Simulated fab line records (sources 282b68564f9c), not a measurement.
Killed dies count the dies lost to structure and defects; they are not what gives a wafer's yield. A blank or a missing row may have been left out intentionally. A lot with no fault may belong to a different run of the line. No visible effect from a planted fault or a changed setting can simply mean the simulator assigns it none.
fab line records	flow rit-cmos
[record] lots = 6	wafers = 18	last-day = 6
route steps=202 shown PRETRO@72 GATE@75 FOX2@80 REOX@98 NLDD@103 SDANNEAL@155 M1@202
lots that met no fault: from a run of the same line without faults
start-h: hours from the record's first day to the start of the lot's first wafer shown	wait-h: time in hours since the lot's previous step	" the same as in the row above	L1.1+2: a single row standing in for several wafers	- no value present, or no start provided	* or withheld: withheld	< > ~ a bound
route shown NAME@n: a module of which the file shows steps, and the number in the route of the first	usual: mean/standard deviation of fault-free wafers	same: alike in all rows	chamber/n: place in a boat	sites: each site's reading	_std_site: the values' standard deviation	_edge_site: mean of outer sites minus mean of inner sites	radius-mm: how far each site lies from the wafer's centre	mask NAME#n: copy n	behind: the last tool/chamber to shape the wafer	hold: why the lot was held/for how many hours/how that ended	device: which transistor (n, p or np) failed to switch	end of line: the route-end tests of the same wafers	where a step has no rows: the recipe by itself	killed: dies lost to structure and defects at the first sort, not the wafer's yield	map: a wafer's dies, x killed, . not, _ none there
set.NAME: the run value of the setting; set.NAME@STEP: its run value at that earlier step	model.NAME: the simulator's own value behind a step, which no gauge read
certain route steps with their lots: each step a table, each wafer a row
services: when a tool's chamber went out of use (start-h, in hours from the record's first day, below 0 if earlier), for how many hours, and the reason
[[steps]]
[step RIT_PRETRO_IMPLANT_08]
[recipe] species = B	energy-kev = 45	dose-cm2 = 1.2e+13	tilt-deg = 7
[step RIT_PRETRO_STRIP_09]
[recipe] chemistry = O2	time-s = 180	resist = NOVOLAK	platen-temp-c = withheld	power-w = 500	pressure-mtorr = 4000	o2-flow-sccm = 4000
[usual] drypump-motor-current-A = 6.2/0.52	rf-refl-power-W = 6.7/0.88
lot.wafer	tool	chamber	start-h	wait-h	drypump-motor-current-A	rf-hours-counter-h	rf-refl-power-W
L393.1	plasma-asher-02	1	39.73	0.1	6.8	39	8.6
L393.2	"	0	"	"	6.5	39	5.3
L393.4	"	0	"	"	6.5	-	5.7
L394.2	plasma-asher-03	0	43.47	0.1	5.9	38	6.6
L394.4	"	1	"	"	5.5	-	7.2
L394.5	"	0	"	"	5.9	-	6.4
L399.3	plasma-asher-02	1	68.35	0.1	6.8	-	8.3
L399.4	"	0	"	"	6.5	-	5.4
L399.5	"	1	"	"	6.7	-	8.5
L404.1	plasma-asher-03	0	97.73	0.1	5.9	44	6.4
L404.5	"	0	"	"	5.9	-	6.4
L404.6	"	1	"	"	5.4	-	7.1
L406.2	plasma-asher-01	0	109.84	0.1	6.8	31	6.6
L406.4	"	1	"	"	5.7	-	6.3
L406.5	"	0	"	"	6.8	-	6.5
L407.1	plasma-asher-02	0	114.92	0.1	6.5	46	5.6
L407.2	"	1	"	"	6.8	46	8.3
L407.5	"	1	"	"	6.8	-	8.5
[step RIT_PRETRO_TW_MEAS_10]
[usual] PRETRO_TW = 478.8/2.6
lot.wafer	tool	chamber	start-h	wait-h	PRETRO_TW
L393.1	film-metro-04	-	39.91	0.1	480.8
L393.2	"	-	"	"	481.0
L393.4	"	-	"	"	484.0
L394.2	film-metro-04	-	43.65	0.1	481.3
L394.4	"	-	"	"	480.7
L394.5	"	-	"	"	482.9
L399.3	film-metro-02	-	68.49	0.1	477.2
L399.4	"	-	"	"	474.6
L399.5	"	-	"	"	477.0
L404.1	film-metro-02	-	97.91	0.1	475.4
L404.5	"	-	"	"	479.0
L404.6	"	-	"	"	475.5
L406.2	film-metro-04	-	110.02	0.1	482.7
L406.4	"	-	"	"	480.0
L406.5	"	-	"	"	480.9
L407.1	film-metro-03	-	115.10	0.1	479.7
L407.2	"	-	"	"	476.1
L407.5	"	-	"	"	478.6
[step RIT_GATE_WET_ETCH_00]
[recipe] chemistry = BOE	target = SiO2	target-depth-nm = 56	time-s = 60	dry = n2-spin	dilution = 10:1	temp-c = 21.5
[step RIT_GATE_CLEAN_01]
[recipe] chemistry = SC1	mix = 3:3:50	time-s = 600	temp-c = 75
[step RIT_GATE_CLEAN_02]
[recipe] chemistry = dHF	dilution = 50:1	time-s = 30
[step RIT_GATE_CLEAN_03]
[recipe] chemistry = SC2	mix = 3:3:50	time-s = 600	temp-c = 75	dry = n2-spin
[step RIT_GATE_CLEAN_04]
[recipe] chemistry = dHF	dilution = 50:1	time-s = 60	dry = n2-spin
[step RIT_FOX2_THK_MEAS_91]
[recipe] reads = SiO2_of_FOX2_OXIDATION_00
[usual] FIELD_OXIDE_LEFT_2_THK = 252/7.7
lot.wafer	tool	chamber	start-h	wait-h	FIELD_OXIDE_LEFT_2_THK[nm]
L393.1	film-metro-02	-	40.44	0.0	251
L393.2	"	-	"	"	253
L393.4	"	-	"	"	256
L394.2	film-metro-02	-	44.14	0.0	259
L394.4	"	-	"	"	258
L394.5	"	-	"	"	253
L399.3	film-metro-02	-	68.97	0.0	268
L399.4	"	-	"	"	269
L399.5	"	-	"	"	261
L404.1	film-metro-03	-	98.39	0.0	245
L404.5	"	-	"	"	245
L404.6	"	-	"	"	240
L406.2	film-metro-03	-	110.50	0.0	261
L406.4	"	-	"	"	257
L406.5	"	-	"	"	254
L407.1	film-metro-01	-	115.59	0.0	254
L407.2	"	-	"	"	252
L407.5	"	-	"	"	256
[step RIT_GATE_OXIDATION_05]
[recipe] temp-c = 895.1	ambient = O2	target-thk-a = 30	ox-time-s = 270
[step RIT_GATE_ANNEAL_06]
[recipe] temp-c = 900	time-s = 600	ambient = N2O
[step RIT_GATE_THK_MEAS_07]
[recipe] reads = SiO2_of_GATE_OXIDATION_05
[usual] GATE_OXIDE_THK = 2.80/0.061
lot.wafer	tool	chamber	start-h	wait-h	GATE_OXIDE_THK[nm]
L393.1	film-metro-01	-	42.89	0.0	2.69
L393.2	"	-	"	"	2.72
L393.4	"	-	"	"	2.65
L394.2	film-metro-01	-	48.25	0.0	2.80
L394.4	"	-	"	"	2.71
L394.5	"	-	"	"	2.75
L399.3	film-metro-03	-	78.84	0.0	2.79
L399.4	"	-	"	"	2.68
L399.5	"	-	"	"	2.80
L404.1	film-metro-03	-	108.80	0.0	2.89
L404.5	"	-	"	"	2.86
L404.6	"	-	"	"	2.84
L406.2	film-metro-01	-	122.58	0.0	2.79
L406.4	"	-	"	"	2.78
L406.5	"	-	"	"	2.84
L407.1	film-metro-01	-	126.44	0.0	2.88
L407.2	"	-	"	"	2.81
L407.5	"	-	"	"	2.82
[step RIT_GATE_CVD_08]
[recipe] material = poly-Si	target-thk-nm = 250	temp-c = 610	precursor = SiH4	time-s = 2220	pressure-mtorr = 300	sih4-flow-sccm = 100
[usual] sih4-flow-sccm = 100.0/0.34	spike-tc-source-C = 629.3/2.6
lot.wafer	tool	chamber	start-h	wait-h	sih4-flow-sccm	spike-tc-source-C	model.poly-Si_of_GATE_CVD_08.thk-nm
L393.1	lpcvd-02	1	42.95	0.1	99.5	630.9	250.3
L393.2	"	1	"	"	99.8	627.5	251.6
L393.4	"	1	"	"	99.5	629.6	248.7
L394.2	lpcvd-02	0	49.31	1.0	100.6	626.1	250.3
L394.4	"	0	"	"	100.1	625.9	250.6
L394.5	"	0	"	"	100.5	625.7	248.5
L399.3	lpcvd-02	0	78.88	0.0	100.3	627.1	250.6
L399.4	"	0	"	"	100.2	628.1	250.2
L399.5	"	0	"	"	100.5	625.3	249.1
L404.1	lpcvd-02	0	108.86	0.1	99.9	627.0	170.4
L404.5	"	0	"	"	99.5	626.2	170.2
L404.6	"	0	"	"	99.5	627.7	169.2
L406.2	lpcvd-02	0	123.43	0.8	100.4	627.9	168.2
L406.4	"	0	"	"	100.1	626.0	168.4
L406.5	"	0	"	"	100.1	626.9	169.2
L407.1	lpcvd-01	1	126.50	0.1	99.8	628.1	250.5
L407.2	"	1	"	"	99.6	630.9	249.7
L407.5	"	1	"	"	99.5	629.6	249.3
[step RIT_GATE_THK_MEAS_09]
[recipe] reads = poly-Si_of_GATE_CVD_08
[usual] GATE_POLY_THK = 250.0/2.2
lot.wafer	tool	chamber	start-h	wait-h	GATE_POLY_THK[nm]
L393.1	film-metro-01	-	44.57	0.0	250.1
L393.2	"	-	"	"	251.6
L393.4	"	-	"	"	248.5
L394.2	film-metro-02	-	50.94	0.0	250.3
L394.4	"	-	"	"	250.6
L394.5	"	-	"	"	248.5
L399.3	film-metro-03	-	80.51	0.0	250.6
L399.4	"	-	"	"	250.4
L399.5	"	-	"	"	249.0
L404.1	film-metro-01	-	110.48	0.0	170.3
L404.5	"	-	"	"	170.2
L404.6	"	-	"	"	169.2
L406.2	film-metro-03	-	125.86	0.0	168.2
L406.4	"	-	"	"	168.5
L406.5	"	-	"	"	169.2
L407.1	film-metro-03	-	128.12	0.0	250.6
L407.2	"	-	"	"	249.6
L407.5	"	-	"	"	249.4
[step RIT_GATE_HMDS_10]
[recipe] prime-time-s = 60	prime-temp-c = 140
[step RIT_GATE_COAT_11]
[recipe] resist = NOVOLAK	spin-rpm = 4250	resist-thk-nm = 850
[step RIT_GATE_SOFTBAKE_12]
[recipe] resist = NOVOLAK	temp-c = 90	time-s = 60
[step RIT_GATE_EXPOSE_13]
[recipe] mask-id = M6	na = 0.6	source-shape = conventional	sigma-outer = 0.6	target-cd-nm = 150	dose-mj = 380
[step RIT_GATE_PEB_14]
[recipe] resist = NOVOLAK	temp-c = withheld	time-s = withheld
[step RIT_GATE_DEVELOP_15]
[recipe] resist = NOVOLAK	develop-time-s = 51.85	dev-temp-c = 23
[step RIT_GATE_CD_MEAS_16]
[recipe] target-cd-nm = 150
[usual] cd-nm = 149.9/2.5
lot.wafer	tool	chamber	start-h	wait-h	cd-nm
L393.1	cd-sem-02	-	45.60	-	151.4
L393.2	"	-	"	"	153.9
L393.4	"	-	"	"	153.8
L394.2	cd-sem-02	-	51.97	-	151.6
L394.4	"	-	"	"	149.9
L394.5	"	-	"	"	150.0
L399.3	cd-sem-02	-	81.78	-	152.3
L399.4	"	-	"	"	151.9
L399.5	"	-	"	"	151.3
L404.1	cd-sem-02	-	111.51	-	143.5
L404.5	"	-	"	"	145.1
L404.6	"	-	"	"	145.5
L406.2	cd-sem-01	-	127.03	-	154.3
L406.4	"	-	"	"	154.4
L406.5	"	-	"	"	154.0
L407.1	cd-sem-02	-	129.03	-	149.3
L407.2	"	-	"	"	146.6
L407.5	"	-	"	"	147.0
[step RIT_GATE_OVL_MEAS_17]
[usual] GATE_OVL = 0.1/1.5
lot.wafer	tool	chamber	start-h	wait-h	GATE_OVL[nm]
L393.1	overlay-02	-	45.72	0.1	0.6
L393.2	"	-	"	"	-0.9
L393.4	"	-	"	"	-1.1
L394.2	overlay-02	-	52.08	0.1	2.9
L394.4	"	-	"	"	1.2
L394.5	"	-	"	"	2.4
L399.3	overlay-02	-	81.88	0.1	1.1
L399.4	"	-	"	"	2.2
L399.5	"	-	"	"	0.5
L404.1	overlay-01	-	111.63	0.1	0.3
L404.5	"	-	"	"	2.0
L404.6	"	-	"	"	-0.2
L406.2	overlay-01	-	127.14	0.1	-0.3
L406.4	"	-	"	"	-1.2
L406.5	"	-	"	"	-0.6
L407.1	overlay-01	-	129.15	0.1	-1.8
L407.2	"	-	"	"	-1.1
L407.5	"	-	"	"	-1.9
[step RIT_GATE_HARDBAKE_18]
[recipe] resist = NOVOLAK	temp-c = 140	time-s = 60
[step RIT_GATE_ETCH_19]
[recipe] chemistry = SF6/CHF3/O2	time-s = 165	SF6_flow_sccm = 30	CHF3_flow_sccm = 30	O2_flow_sccm = 5	target = poly-Si	pressure-mtorr = 40	rf-w = 160	target-depth-a = 3125	over-etch-frac = 0.25	stop-on = SiO2
[usual] drypump-motor-current-A = 5.5/0.35	oes-product-au = 0.851/0.014	throttle-valve-pct = 10.24/0.11
lot.wafer	tool	chamber	start-h	wait-h	drypump-motor-current-A	oes-product-au	rf-hours-counter-h	throttle-valve-pct	model.etch.depth-nm	model.GATE.feature-depth-nm
L393.1	rie-si-02	0	45.91	0.1	5.3	0.841	1	10.37	250.3	250.3
L393.2	"	3	"	"	5.4	0.865	30	10.26	251.6	251.6
L393.4	"	2	"	"	5.3	0.835	71	10.37	248.7	248.7
L394.2	rie-si-01	3	52.26	0.1	5.8	0.828	89	10.06	250.3	250.3
L394.4	"	0	"	"	5.6	0.874	102	10.24	250.6	250.6
L394.5	"	3	"	"	5.8	0.832	-	10.06	248.5	248.5
L399.3	rie-si-02	0	82.05	0.1	5.4	0.836	1	10.38	250.6	250.6
L399.4	"	2	"	"	5.4	0.834	71	10.39	250.2	250.2
L399.5	"	3	"	"	5.4	0.857	-	10.27	249.1	249.1
L404.1	rie-si-01	2	111.82	0.1	5.9	0.661	3	10.20	170.4	170.4
L404.5	"	3	"	"	5.8	0.641	-	10.05	170.2	170.2
L404.6	"	0	"	"	5.6	0.667	-	10.22	169.2	169.2
L406.2	rie-si-01	0	127.32	0.1	5.6	0.663	102	10.21	168.2	168.2
L406.4	"	2	"	"	5.9	0.658	-	10.16	168.4	168.4
L406.5	"	0	"	"	5.6	0.677	-	10.22	169.2	169.2
L407.1	rie-si-02	3	129.34	0.1	5.4	0.864	30	10.27	250.5	250.5
L407.2	"	1	"	"	6.0	0.852	39	10.33	249.7	249.7
L407.5	"	1	"	"	6.0	0.854	-	10.34	249.3	249.3
[step RIT_GATE_STRIP_20]
[recipe] chemistry = O2	time-s = 180	resist = NOVOLAK	platen-temp-c = withheld	power-w = 500	pressure-mtorr = 4000	o2-flow-sccm = 4000
[usual] drypump-motor-current-A = 6.2/0.66	rf-refl-power-W = 6.3/1.1
lot.wafer	tool	chamber	start-h	wait-h	drypump-motor-current-A	rf-hours-counter-h	rf-refl-power-W
L393.1	plasma-asher-02	0	46.01	0.1	6.5	40	5.5
L393.2	"	1	"	"	6.8	40	8.4
L393.4	"	0	"	"	6.5	-	5.5
L394.2	plasma-asher-02	0	52.36	0.1	6.5	40	5.6
L394.4	"	1	"	"	6.8	-	8.4
L394.5	"	1	"	"	6.8	-	8.5
L399.3	plasma-asher-02	1	82.22	0.1	6.8	-	8.2
L399.4	"	0	"	"	6.5	-	5.3
L399.5	"	1	"	"	6.8	-	8.2
L404.1	plasma-asher-04	0	111.92	0.1	6.6	45	6.2
L404.5	"	0	"	"	6.6	-	6.5
L404.6	"	1	"	"	5.0	-	4.8
L406.2	plasma-asher-01	0	127.42	0.1	6.8	33	6.6
L406.4	"	0	"	"	6.8	-	6.7
L406.5	"	0	"	"	6.8	-	6.5
L407.1	plasma-asher-01	0	129.44	0.1	6.8	33	6.8
L407.2	"	1	"	"	5.8	33	6.3
L407.5	"	1	"	"	5.8	-	6.3
[step RIT_GATE_CD_MEAS_90]
[recipe] target-cd-nm = 150
[usual] cd-nm = 149.8/2.5
lot.wafer	tool	chamber	start-h	wait-h	cd-nm
L393.1	cd-sem-02	-	46.19	0.1	151.5
L393.2	"	-	"	"	153.8
L393.4	"	-	"	"	154.3
L394.2	cd-sem-02	-	52.56	0.1	152.1
L394.4	"	-	"	"	150.2
L394.5	"	-	"	"	150.3
L399.3	cd-sem-02	-	82.46	0.2	151.6
L399.4	"	-	"	"	152.0
L399.5	"	-	"	"	151.6
L404.1	cd-sem-02	-	112.10	0.1	143.9
L404.5	"	-	"	"	145.3
L404.6	"	-	"	"	145.5
L406.2	cd-sem-01	-	127.62	0.1	154.2
L406.4	"	-	"	"	153.9
L406.5	"	-	"	"	153.8
L407.1	cd-sem-01	-	129.62	0.1	149.5
L407.2	"	-	"	"	146.5
L407.5	"	-	"	"	147.5
[step RIT_REOX_CLEAN_00]
[recipe] chemistry = SC1	mix = 3:3:50	time-s = 600	temp-c = 75
[step RIT_REOX_CLEAN_01]
[recipe] chemistry = dHF	dilution = 50:1	time-s = 30
[step RIT_REOX_CLEAN_02]
[recipe] chemistry = SC2	mix = 3:3:50	time-s = 600	temp-c = 75	dry = n2-spin
[step RIT_REOX_OXIDATION_03]
[recipe] temp-c = 900	ambient = O2	target-thk-a = 252	ox-time-s = 5580
[step RIT_REOX_THK_MEAS_04]
[recipe] reads = SiO2_of_REOX_OXIDATION_03
[usual] REOX_OXIDE_THK = 25.1/0.54
lot.wafer	tool	chamber	start-h	wait-h	REOX_OXIDE_THK[nm]
L393.1	film-metro-03	-	51.01	0.0	24.7
L393.2	"	-	"	"	24.7
L393.4	"	-	"	"	24.4
L394.2	film-metro-03	-	57.18	0.0	25.6
L394.4	"	-	"	"	25.5
L394.5	"	-	"	"	25.6
L399.3	film-metro-01	-	89.20	0.0	24.0
L399.4	"	-	"	"	24.3
L399.5	"	-	"	"	24.3
L404.1	film-metro-01	-	118.56	0.0	25.4
L404.5	"	-	"	"	26.0
L404.6	"	-	"	"	25.4
L407.1	film-metro-04	-	134.25	0.0	24.7
L407.2	"	-	"	"	24.9
L407.5	"	-	"	"	24.6
L406.2	film-metro-03	-	134.26	0.0	24.6
L406.4	"	-	"	"	24.8
L406.5	"	-	"	"	24.6
[step RIT_NLDD_HMDS_00]
[recipe] prime-time-s = 60	prime-temp-c = 140
[step RIT_NLDD_COAT_01]
[recipe] resist = NOVOLAK	spin-rpm = 3250	resist-thk-nm = 1000
[step RIT_NLDD_SOFTBAKE_02]
[recipe] resist = NOVOLAK	temp-c = 90	time-s = 60
[step RIT_NLDD_EXPOSE_03]
[recipe] mask-id = M7	na = 0.57	target-cd-nm = 40700	dose-mj = 250
[step RIT_NLDD_PEB_04]
[recipe] resist = NOVOLAK	temp-c = withheld	time-s = withheld
[step RIT_NLDD_DEVELOP_05]
[recipe] resist = NOVOLAK	develop-time-s = 50	dev-temp-c = 23
[step RIT_NLDD_OVL_MEAS_06]
[usual] NLDD_OVL = 0.2/1.5
lot.wafer	tool	chamber	start-h	wait-h	NLDD_OVL[nm]
L393.1	overlay-01	-	52.01	-	2.4
L393.2	"	-	"	"	1.0
L393.4	"	-	"	"	0.0
L394.2	overlay-02	-	58.20	-	0.5
L394.4	"	-	"	"	2.2
L394.5	"	-	"	"	-0.5
L399.3	overlay-01	-	90.11	-	0.4
L399.4	"	-	"	"	-0.7
L399.5	"	-	"	"	0.0
L404.1	overlay-01	-	119.60	-	0.8
L404.5	"	-	"	"	1.9
L404.6	"	-	"	"	0.9
L406.2	overlay-02	-	135.17	-	0.8
L406.4	"	-	"	"	-0.8
L406.5	"	-	"	"	-0.9
L407.1	overlay-01	-	135.40	-	-1.7
L407.2	"	-	"	"	-0.9
L407.5	"	-	"	"	-3.1
[step RIT_NLDD_HARDBAKE_07]
[recipe] resist = NOVOLAK	temp-c = 140	time-s = 60
[step RIT_NLDD_IMPLANT_08]
[recipe] species = P	energy-kev = 20	dose-cm2 = 5.057e+14	tilt-deg = 7
[step RIT_NLDD_STRIP_09]
[recipe] chemistry = O2	time-s = 180	resist = NOVOLAK	platen-temp-c = withheld	power-w = 500	pressure-mtorr = 4000	o2-flow-sccm = 4000
[usual] drypump-motor-current-A = 5.9/0.62	rf-refl-power-W = 6.2/0.79
lot.wafer	tool	chamber	start-h	wait-h	drypump-motor-current-A	rf-hours-counter-h	rf-refl-power-W
L393.1	plasma-asher-04	1	52.35	0.1	5.0	39	4.6
L393.2	"	0	"	"	6.6	39	6.6
L393.4	"	0	"	"	6.6	-	6.5
L394.2	plasma-asher-03	0	58.53	0.1	5.9	40	6.5
L394.4	"	0	"	"	5.9	-	6.5
L394.5	"	0	"	"	5.9	-	6.5
L399.3	plasma-asher-03	0	90.49	0.1	5.9	-	6.6
L399.4	"	1	"	"	5.5	-	6.9
L399.5	"	0	"	"	5.9	-	6.4
L404.1	plasma-asher-01	1	119.93	0.1	5.8	32	6.3
L404.5	"	0	"	"	6.8	-	6.5
L404.6	"	1	"	"	5.8	-	6.2
L406.2	plasma-asher-04	0	135.50	0.1	6.6	47	6.5
L406.4	"	1	"	"	5.0	-	4.7
L406.5	"	0	"	"	6.6	-	6.5
L407.1	plasma-asher-03	0	135.74	0.1	5.8	2	6.5
L407.2	"	1	"	"	5.4	2	6.9
L407.5	"	0	"	"	5.8	-	6.5
[step RIT_NLDD_TW_MEAS_10]
[usual] NLDD_TW = 2524/14
lot.wafer	tool	chamber	start-h	wait-h	NLDD_TW
L393.1	film-metro-04	-	52.52	0.1	2498
L393.2	"	-	"	"	2495
L393.4	"	-	"	"	2522
L394.2	film-metro-04	-	58.72	0.1	2502
L394.4	"	-	"	"	2531
L394.5	"	-	"	"	2522
L399.3	film-metro-04	-	90.63	0.1	2523
L399.4	"	-	"	"	2547
L399.5	"	-	"	"	2549
L404.1	film-metro-04	-	120.11	0.1	2538
L404.5	"	-	"	"	2542
L404.6	"	-	"	"	2531
L406.2	film-metro-04	-	135.68	0.1	2553
L406.4	"	-	"	"	2529
L406.5	"	-	"	"	2548
L407.1	film-metro-04	-	135.92	0.1	2539
L407.2	"	-	"	"	2544
L407.5	"	-	"	"	2524
[step RIT_SDANNEAL_CLEAN_02]
[recipe] chemistry = SC2	mix = 3:3:50	time-s = 600	temp-c = 75	dry = n2-spin
lot.wafer	tool	chamber	start-h	wait-h	model.poly-Si_of_GATE_CVD_08.thk-nm
L393.1	wet-bench-04	3	60.39	0.0	163.7
L393.2	"	3	"	"	166.4
L393.4	"	3	"	"	160.6
L394.2	wet-bench-02	1	66.04	0.0	163.5
L394.4	"	1	"	"	164
L394.5	"	1	"	"	162.4
L399.3	wet-bench-01	0	97.92	0.0	163.3
L399.4	"	0	"	"	162.4
L399.5	"	0	"	"	161
L404.1	wet-bench-01	0	127.53	0.0	83.99
L404.5	"	0	"	"	83.47
L404.6	"	0	"	"	81.85
L406.2	wet-bench-02	1	143.37	0.0	81.82
L406.4	"	1	"	"	81.44
L406.5	"	1	"	"	82.01
L407.1	wet-bench-01	0	144.85	0.0	165.1
L407.2	"	0	"	"	161
L407.5	"	0	"	"	163.2
[step RIT_M1_PROBE_99]
[usual] killed-at-contacts = 0.1/0.28	killed-at-front-end = 7.1/2.8	killed-dies = 7.1/2.9	killed-open = 3.4/2	killed-short = 3.6/2.1
[same] gross-dies = 264	killed_at_M0_to_M3 = 0	killed_at_M4_up = 0	killed-at-back-side = 0	killed-at-other = 0
lot.wafer	tool	chamber	start-h	wait-h	killed-at-contacts	killed-at-front-end	killed-dies	killed-open	killed-short
L393.1	prober-02	-	68.35	0.1	0	1	1	0	1
L393.2	prober-02	-	68.40	0.1	0	8	8	6	2
L393.4	prober-02	-	68.50	0.2	0	4	4	2	2
L394.2	prober-01	-	73.84	0.1	0	8	8	2	6
L394.4	prober-01	-	73.94	0.2	0	7	7	4	3
L394.5	prober-01	-	73.99	0.2	0	7	7	5	2
L399.3	prober-02	-	105.77	0.2	0	7	7	4	3
L399.4	prober-02	-	105.82	0.2	0	2	2	0	2
L399.5	prober-02	-	105.87	0.2	0	7	7	4	3
L404.1	prober-01	-	135.19	0.1	0	10	10	6	4
L404.5	prober-01	-	135.39	0.2	0	6	6	5	1
L404.6	prober-01	-	135.44	0.2	0	2	2	1	1
L406.2	prober-01	-	151.20	0.1	0	5	5	3	2
L406.4	prober-01	-	151.30	0.2	0	11	11	5	6
L406.5	prober-01	-	151.35	0.2	1	12	13	8	5
L407.1	prober-02	-	152.77	0.1	0	7	7	3	3
L407.2	prober-02	-	152.82	0.1	0	10	10	3	5
L407.5	prober-02	-	152.97	0.2	0	8	8	1	7
// killed by level:class
L393.1 GATE:geometric-particle:short=1
L393.2 REOX:geometric-particle:open=3 FOX1:geometric-particle:short=1 GATE:geometric-particle:open=1 SPACER:geometric-particle:open=1 SILICIDE:geometric-particle:open=1 SILICIDE:geometric-particle:short=1
L393.4 GATE:geometric-particle:short=1 GATE:geometric-particle:open=1 SPACER:geometric-particle:short=1 SILICIDE:geometric-particle:open=1
L394.2 GATE:geometric-particle:short=4 SILICIDE:geometric-particle:short=2 REOX:geometric-particle:open=1 SPACER:geometric-particle:open=1
L394.4 GATE:geometric-particle:open=2 GATE:geometric-particle:short=2 FOX1:geometric-particle:open=1 FOX2:geometric-particle:open=1 SILICIDE:geometric-particle:short=1
L394.5 FOX1:geometric-particle:open=1 FOX2:geometric-particle:short=1 FOX2:geometric-particle:open=1 SILICIDE:geometric-particle:short=1 GATE:geometric-particle:open=1 SPACER:geometric-particle:open=1 SILICIDE:geometric-particle:open=1
L399.3 GATE:geometric-particle:open=2 GATE:geometric-particle:short=2 FOX1:geometric-particle:short=1 REOX:geometric-particle:open=1 SILICIDE:geometric-particle:open=1
L399.4 FOX1:geometric-particle:short=2
L399.5 GATE:geometric-particle:short=2 FOX1:geometric-particle:open=1 GATE:geometric-particle:open=1 REOX:geometric-particle:short=1 SPACER:geometric-particle:open=1 SILICIDE:geometric-particle:open=1
L404.1 GATE:geometric-particle:open=5 FOX1:geometric-particle:short=1 GATE:geometric-particle:short=1 REOX:geometric-particle:short=1 SPACER:geometric-particle:open=1 SPACER:geometric-particle:short=1
L404.5 GATE:geometric-particle:open=5 REOX:geometric-particle:short=1
L404.6 GATE:geometric-particle:short=1 GATE:geometric-particle:open=1
L406.2 FOX1:geometric-particle:open=2 GATE:geometric-particle:open=1 GATE:geometric-particle:short=1 SILICIDE:geometric-particle:short=1
L406.4 GATE:geometric-particle:short=4 GATE:geometric-particle:open=3 SPACER:geometric-particle:open=2 REOX:geometric-particle:short=1 SPACER:geometric-particle:short=1
L406.5 GATE:geometric-particle:short=3 GATE:geometric-particle:open=3 FOX1:geometric-particle:open=2 REOX:geometric-particle:short=1 REOX:geometric-particle:open=1 SPACER:geometric-particle:short=1 SPACER:geometric-particle:open=1 CONTACT:geometric-particle:open=1
L407.1 REOX:geometric-particle:short=2 FOX2:geometric-particle:open=1 GATE:geometric-particle:short=1 GATE:geometric-particle:open=1 REOX:geometric-particle:open=1 PRETRO:coat-microbubble-printed=1
L407.2 GATE:geometric-particle:open=3 GATE:geometric-particle:short=3 SPACER:geometric-particle:short=2 PRETRO:coat-microbubble-printed=2
L407.5 GATE:geometric-particle:short=5 FOX2:geometric-particle:short=1 GATE:geometric-particle:open=1 SPACER:geometric-particle:short=1
[[services]]
tool	chamber	start-h	hours	kind
plasma-asher-04	-	26.60	9.4	pm
rie-si-02	-	32.69	0.4	repair
plasma-asher-03	-	67.92	1.6	repair
rie-si-01	0	72.10	8.9	repair
lpcvd-01	-	94.50	2.8	pm
rie-si-02	-	97.06	2.0	repair
plasma-asher-03	-	108.75	9.0	pm
plasma-asher-03	0	108.75	9.0	vent-cycle
plasma-asher-03	1	108.75	9.0	vent-cycle
plasma-asher-03	0	117.75	-	clean
plasma-asher-03	1	117.75	-	clean
plasma-asher-04	-	125.04	1.7	repair
rie-si-01	3	126.33	8.6	repair
plasma-asher-02	-	126.86	2.8	pm
plasma-asher-01	-	132.82	4.3	pm
[[key]]
[first-sign] step = RIT_GATE_THK_MEAS_09	reading = GATE_POLY_THK	direction = down	sigmas = 36	usual = 250.0	struck = 169.3
[effect] step = RIT_GATE_ETCH_19	reading = oes-product-au	direction = down	sigmas = 14	usual = 0.851	struck = 0.661
[model-effect] step = RIT_GATE_CVD_08	value = poly-Si_of_GATE_CVD_08.thk-nm	without = 251.8	struck = 169.3
[model-effect] step = RIT_GATE_ETCH_19	value = etch.depth-nm	without = 251.8	struck = 169.3
[model-effect] step = RIT_SDANNEAL_CLEAN_02	value = poly-Si_of_GATE_CVD_08.thk-nm	without = 164.9	struck = 82.43
met-at RIT_GATE_CVD_08
struck-wafers L404.1,L404.5,L404.6,L406.2,L406.4,L406.5
tester-left-out L404,L406
onset-between 78.88 108.86
[fault] kind = process-parameter-drift	tool = lpcvd-02	chamber = -	onset-h = 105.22	steps = RIT_GATE_CVD_08	channel = target-thk-nm	offset = -82.5	shape = step	end-h = 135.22	acts-in = these-recipes-only	stated = 250
// tester-left-out: of these lots the tester's yield and bins aren't shown, on N5 and GAA mostly nor the transistor test; their killed dies are dies lost to structure and defects alone, not to doping, threshold or leakage, so they don't give the yield
